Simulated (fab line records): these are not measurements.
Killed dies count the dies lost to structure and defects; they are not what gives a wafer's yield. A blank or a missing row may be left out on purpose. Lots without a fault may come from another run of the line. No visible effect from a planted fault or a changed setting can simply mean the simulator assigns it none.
Struck lot and sound lot, side by side ; flow berkeley-cmos170 ; 17 steps out of a route of 331
Sound: the wafers L887.1, L887.2, L887.4. Wafers L896.1, L896.4, L896.5 were the ones struck. Last of all comes the cause.
For every step that has rows: the tool of each side, followed by ch and its chambers, followed by its first start. Under that, the readings that differ: sound wafers ; struck wafers ; difference of the means ; sigmas: that difference in standard deviations of wafers without a fault.
alike: readings with means less than 2 such deviations apart, plus words and numbers identical on both sides. not compared: withheld readings, readings lacking a value on some wafer, bounds such as >300 that could conceal the same value, and numbers that have no deviation in the record and whose values overlap.
Wherever a step has rows on one side only, a row that says differs or no value, or a row with sigmas, the two part there. Numbers that don't overlap but have no deviation are shown without sigmas and don't part them. A reading missing from all wafers of one side parts the sides only when that side holds two or more wafers.

UCB170_PWELL_THK_MEAS_03:
  sound: film-metro-04 at day 3 12:17; struck: film-metro-04 at day 5 12:28
  alike: PWELL_OXIDE_THK
then, 2 steps without rows for these wafers: UCB170_PWELL_ANNEAL_04 (time 900 s); UCB170_PWELL_CVD_05 (deposits Si3N4 from SiH2Cl2/NH3, target thk 220 nm, time 3300 s).
UCB170_PWELL_THK_MEAS_06:
  sound: film-metro-04 at day 3 15:37; struck: film-metro-04 at day 5 20:00
  alike: PWELL_NITRIDE_THK
then, 6 steps without rows for these wafers: UCB170_PWELL_HMDS_07 (prime time 60 s); UCB170_PWELL_COAT_08 (resist thk 900 nm); UCB170_PWELL_SOFTBAKE_09 (time 60 s); UCB170_PWELL_EXPOSE_10 (exposes mask PWELL, target cd 3000 nm); UCB170_PWELL_PEB_11; UCB170_PWELL_DEVELOP_12 (develop time 43.1 s).
UCB170_PWELL_OVL_MEAS_13:
  sound: overlay-02 at day 3 17:56; struck: overlay-02 at day 5 21:28
  alike: PWELL_OVL
UCB170_PWELL_ETCH_14: etches Si3N4 in CH3F/Ar/O2, stops on SiO2, target depth 242 nm, time 151 s.
  sound on rie-diel-04 ch 0,1,2, day 3 17:58; struck on rie-diel-01 ch 0,1,2, day 5 21:31
  alike: drypump-motor-current-A, oes-product-au, throttle-valve-pct
  not compared: rf-hours-counter-h
UCB170_PWELL_IMPLANT_15:
  sound on implanter-03 ch 0, day 3 18:04; struck on implanter-03 ch 0, day 5 21:37
reading;sound;struck;difference;sigmas
beam-on-s (s);10.10 9.92 10.17;12.14 12.30 12.04;+2.10;+10
end-station-pressure-torr (Torr);5.3e-06 4.98e-06 5.19e-06;9.463e-05 8.981e-05 0.00010584;+9.160e-05;+99 or more
faraday-current-uA;15.6 16.0 15.6;13.2 13.0 13.3;-2.6;-8
  alike: beam-energy-keV
UCB170_PWELL_STRIP_16: strips in O2.
  sound on plasma-asher-03 ch 0,1, day 3 18:13; struck on plasma-asher-02 ch 0, day 5 21:46
  alike: drypump-motor-current-A, oes-product-au, strip-time-to-endpoint-s
  not compared: rf-hours-counter-h
UCB170_PWELL_TW_MEAS_17:
  sound: film-metro-04 at day 3 18:19; struck: film-metro-01 at day 5 21:52
reading;sound;struck;difference;sigmas
PWELL_TW;382.6 383.3 381.3;403.8 401.9 403.2;+20.6;+11
then, 1 step without rows for these wafers: UCB170_PWELL_CLEAN_18 (cleans in SPM, time 600 s).
-- the record jumps here: 6 days lie between the struck wafers' starts before and after (it left off in module PWELL and takes up again in module M3, whose first step shown is number 331 of the route) --
UCB170_M3_PROBE_99:
  sound: prober-01 at day 9 08:45; struck: prober-02 at day 11 12:34
reading;sound;struck;difference;sigmas
model.etest.nwell.width-nm (nm);2366 2354 2375;2278 2280 2266;-90;
model.etest.nwell.line-ohm-um;363.6 363.1 362.1;379.1 372.6 379.7;+14.2;
model.etest.iso-nplus-nwell.lateral-log10-a-um;-8.105 -8.131 -8.114;-8.141 -8.162 -8.135;-0.029;
model.etest.diode-nplus-pwell.cj-ff-um2;0.4275 0.4279 0.4293;0.4553 0.4518 0.4532;+0.0252;
model.etest.diode-nplus-comb.cj-ff-um2;0.7986 0.7997 0.795;0.825 0.8175 0.8228;+0.024;
model.etest.nmos_0p35.body-rise-v (V);0.3234 0.3267 0.3241;0.3305 0.3313 0.3318;+0.0065;

WHERE THEY PART
Earliest at UCB170_PWELL_IMPLANT_15; latest, in this record, at UCB170_PWELL_TW_MEAS_17.

WHY: the cause the simulator had injected
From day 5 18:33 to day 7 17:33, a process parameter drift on implanter-03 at UCB170_PWELL_IMPLANT_15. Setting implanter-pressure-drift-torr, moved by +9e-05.
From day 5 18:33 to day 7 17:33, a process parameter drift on implanter-03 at UCB170_PWELL_IMPLANT_15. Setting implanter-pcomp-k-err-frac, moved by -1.
